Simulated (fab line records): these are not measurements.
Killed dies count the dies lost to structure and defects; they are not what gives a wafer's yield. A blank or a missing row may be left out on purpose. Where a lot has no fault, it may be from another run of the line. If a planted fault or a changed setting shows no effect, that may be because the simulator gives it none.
Split-lot experiment :: flow berkeley_cmos170 :: route with 331 steps; 5 lots, 23 wafers read

## ABOUT THE SPLIT
At UCB170_M1_SPUTTER_00 (material Al, target thk 600 nm, time 80 s), the setting time_s was moved away from the recipe's 80 s on 7 of the 23 wafers read, by -10.7% to +4.0%. For the rest of the wafers, this setting stayed at what the recipe calls for.

## FROM THE SPLIT TO THE READING: what the file shows between them, 1 step
- UCB170_M1_RS_MEAS_01: measures by four-point-probe

## THE READING
M1_AL_THK, in nm, at UCB170_M1_THK_MEAS_02 (measures by xrf). On this fab line, fault-free wafers typically give 597 nm with a standard deviation of 9.1 nm.

wafer: L075.2
tool, chamber at the split: pvd_sputter-03, -
time_s as run, s: 80
against the recipe: recipe
M1_AL_THK, nm: 591
against lot-mates on the recipe: -

wafer: L075.3
tool, chamber at the split: pvd_sputter-03, -
time_s as run, s: 80
against the recipe: recipe
M1_AL_THK, nm: 600
against lot-mates on the recipe: -

wafer: L075.4
tool, chamber at the split: pvd_sputter-03, -
time_s as run, s: 80
against the recipe: recipe
M1_AL_THK, nm: 592
against lot-mates on the recipe: -

wafer: L075.5
tool, chamber at the split: pvd_sputter-03, -
time_s as run, s: 80
against the recipe: recipe
M1_AL_THK, nm: 590
against lot-mates on the recipe: -

wafer: L075.6
tool, chamber at the split: pvd_sputter-03, -
time_s as run, s: 80
against the recipe: recipe
M1_AL_THK, nm: 583
against lot-mates on the recipe: -

wafer: L076.2
tool, chamber at the split: pvd_sputter-02, -
time_s as run, s: 71.41
against the recipe: -10.7%
M1_AL_THK, nm: 529
against lot-mates on the recipe: -53

wafer: L076.3
tool, chamber at the split: pvd_sputter-02, -
time_s as run, s: 71.41
against the recipe: -10.7%
M1_AL_THK, nm: 536
against lot-mates on the recipe: -46

wafer: L076.4
tool, chamber at the split: pvd_sputter-02, -
time_s as run, s: 80
against the recipe: recipe
M1_AL_THK, nm: 582
against lot-mates on the recipe: -

wafer: L076.5
tool, chamber at the split: pvd_sputter-02, -
time_s as run, s: 80
against the recipe: recipe
M1_AL_THK, nm: 579
against lot-mates on the recipe: -

wafer: L076.6
tool, chamber at the split: pvd_sputter-02, -
time_s as run, s: 80
against the recipe: recipe
M1_AL_THK, nm: 586
against lot-mates on the recipe: -

wafer: L078.1
tool, chamber at the split: pvd_sputter-02, -
time_s as run, s: 74.28
against the recipe: -7.2%
M1_AL_THK, nm: 542
against lot-mates on the recipe: -47

wafer: L078.3
tool, chamber at the split: pvd_sputter-02, -
time_s as run, s: 80
against the recipe: recipe
M1_AL_THK, nm: 588
against lot-mates on the recipe: -

wafer: L078.4
tool, chamber at the split: pvd_sputter-02, -
time_s as run, s: 74.28
against the recipe: -7.2%
M1_AL_THK, nm: 560
against lot-mates on the recipe: -29

wafer: L078.5
tool, chamber at the split: pvd_sputter-02, -
time_s as run, s: 74.28
against the recipe: -7.2%
M1_AL_THK, nm: 540
against lot-mates on the recipe: -49

wafer: L078.6
tool, chamber at the split: pvd_sputter-02, -
time_s as run, s: 80
against the recipe: recipe
M1_AL_THK, nm: 590
against lot-mates on the recipe: -

wafer: L080.1
tool, chamber at the split: pvd_sputter-02, -
time_s as run, s: 80
against the recipe: recipe
M1_AL_THK, nm: 594
against lot-mates on the recipe: -

wafer: L080.2
tool, chamber at the split: pvd_sputter-02, -
time_s as run, s: 80
against the recipe: recipe
M1_AL_THK, nm: 585
against lot-mates on the recipe: -

wafer: L080.5
tool, chamber at the split: pvd_sputter-02, -
time_s as run, s: 80
against the recipe: recipe
M1_AL_THK, nm: 605
against lot-mates on the recipe: -

wafer: L085.1
tool, chamber at the split: pvd_sputter-03, -
time_s as run, s: 80
against the recipe: recipe
M1_AL_THK, nm: 606
against lot-mates on the recipe: -

wafer: L085.2
tool, chamber at the split: pvd_sputter-03, -
time_s as run, s: 83.23
against the recipe: +4.0%
M1_AL_THK, nm: 623
against lot-mates on the recipe: +15

wafer: L085.4
tool, chamber at the split: pvd_sputter-03, -
time_s as run, s: 83.23
against the recipe: +4.0%
M1_AL_THK, nm: 631
against lot-mates on the recipe: +23

wafer: L085.5
tool, chamber at the split: pvd_sputter-03, -
time_s as run, s: 80
against the recipe: recipe
M1_AL_THK, nm: 611
against lot-mates on the recipe: -

wafer: L085.6
tool, chamber at the split: pvd_sputter-03, -
time_s as run, s: 80
against the recipe: recipe
M1_AL_THK, nm: 607
against lot-mates on the recipe: -

THE FIT
A straight line over all 23 wafers: M1_AL_THK changes by +6.23 nm for each +1% of time_s; r = +0.94; the points scatter about the line by 9.7 nm.
The same after taking each lot's own level away (the mean of its wafers on the recipe; 23 wafers): +5.04 nm for each +1%; r = +0.96; scatter 6.2 nm.
The reading moves by 54 nm for the largest change in time_s, on that fit.
Across the lots, their own levels run from 582.3 to 608.0 nm, a range of 2.8 times the standard deviation given above.
Hence the slope depends on the lot-to-lot level, as the two fits are not the same.
Check: -55.1 nm against its lot-mates is what the line predicts for one of the wafers moved furthest among these (-10.7%) when that wafer is left out of the fit. Against them it came out at -53.3 nm.

## THE WHOLE CHAIN: every reading that the file lists as answering this split, in the file's order
step: UCB170_M1_SPUTTER_00
what it does: material Al, target thk 600 nm, time 80 s
reading: Al_of_M1_SPUTTER_00.thk_nm (the simulator's own value, which no gauge read)
change (the file's fit): +5.07 nm for each +1% of the setting
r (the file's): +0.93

step: UCB170_M1_RS_MEAS_01
what it does: measures by four-point-probe
reading: M1_AL_RS
change (the file's fit): -0.000474 for each +1% of the setting
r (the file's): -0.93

step: UCB170_M1_THK_MEAS_02
what it does: measures by xrf
reading: M1_AL_THK
change (the file's fit): +4.98 for each +1% of the setting
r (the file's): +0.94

## FILE'S OWN FIT
M1_AL_THK changes by +4.98 nm for each +1% of time_s, r = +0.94.
